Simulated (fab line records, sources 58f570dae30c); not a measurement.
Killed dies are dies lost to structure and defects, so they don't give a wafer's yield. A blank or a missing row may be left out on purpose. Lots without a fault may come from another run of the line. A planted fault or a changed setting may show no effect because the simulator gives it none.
One fault seen from 2 desks | flow berkeley_cmos170 | each desk has only its own numbers; what lay behind them comes last

THE METROLOGY DESK
What the gauges read, lot by lot, whatever tool the lot ran on: means of the sampled wafers that have a number. A lot is out of limits, marked OUT, if its mean lies more than 4 standard deviations from the usual mean; the brackets give that distance.
Columns: A = M1_OVL at UCB170_M1_OVL_MEAS_10, usual 0 nm; B = V1_BOW at UCB170_V1_BOW_MEAS_03, usual 19 um
lot  | first seen here | A   | B
L140 | day 7 13:10     | 0   | 26
L138 | day 7 13:25     | -4  | 15
L139 | day 7 13:34     | -3  | 20
L145 | day 8 07:44     | 0   | 21
L144 | day 8 08:01     | -11 | 15
L147 | day 9 05:19     | -6  | 15
L149 | day 9 05:42     | 6   | 22
L146 | day 9 08:20     | -1  | 28
L152 | day 10 01:41    | 3   | 17
L151 | day 10 01:58    | 7   | 19
L157 | day 10 13:16    | 11  | 17
L153 | day 10 13:37    | -3  | 16
L156 | day 10 19:08    | -5  | 18
L161 | day 11 16:03    | -4  | 15
This desk's finding: nothing out of limits on any of the 14 lots.

THE TOOL OWNER'S DESK: litho_track-04
The tool's own readings at UCB170_GATE_SOFTBAKE_08 (time 60 s): means of the sampled wafers that have a number, for each lot that ran on this tool. A lot is out of limits, marked OUT, if its mean lies more than 4 standard deviations from the usual mean; the brackets give that distance.
Columns: A = chill_plate_temp_C at UCB170_GATE_SOFTBAKE_08, usual 22.99 C; B = exhaust_pa at UCB170_GATE_SOFTBAKE_08, usual 45.0 Pa; C = heater_power_total_W at UCB170_GATE_SOFTBAKE_08, usual 56.80 W; D = plate_temp_C at UCB170_GATE_SOFTBAKE_08, usual 129.99 C
lot  | first seen here | A     | B    | C               | D
L138 | day 6 12:00     | 23.06 | 44.9 | 56.76           | 130.09
L145 | day 7 07:00     | 23.07 | 44.8 | 56.81           | 129.97
L146 | day 8 08:00     | 23.04 | 45.5 | 57.38 (+12) OUT | 130.88 (+6.4) OUT
L147 | day 8 08:00     | 22.92 | 45.3 | 57.37 (+12) OUT | 131.07 (+7.7) OUT
This desk's finding: out of limits on L146, L147; first on L146, day 8 08:00 (heater_power_total_W at UCB170_GATE_SOFTBAKE_08). In limits: L138, L145.

PUT TOGETHER
The tool owner's desk could have raised an alarm at day 8 08:00, on L146, L147.
The metrology desk saw nothing out of limits.
The metrology desk has L146, L147 on record, within its limits.
Of the lots named, all ran UCB170_GATE_SOFTBAKE_08 on litho_track-04.

WHAT THE SIMULATOR HAD PUT IN
Process parameter drift: litho_track-04, from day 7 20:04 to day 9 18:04, at UCB170_GATE_SOFTBAKE_08. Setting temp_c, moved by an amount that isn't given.
Lots struck among those shown: L146, L147.
Hours from the fault's start to each desk's first reading out of limits: the tool owner's desk, 12.
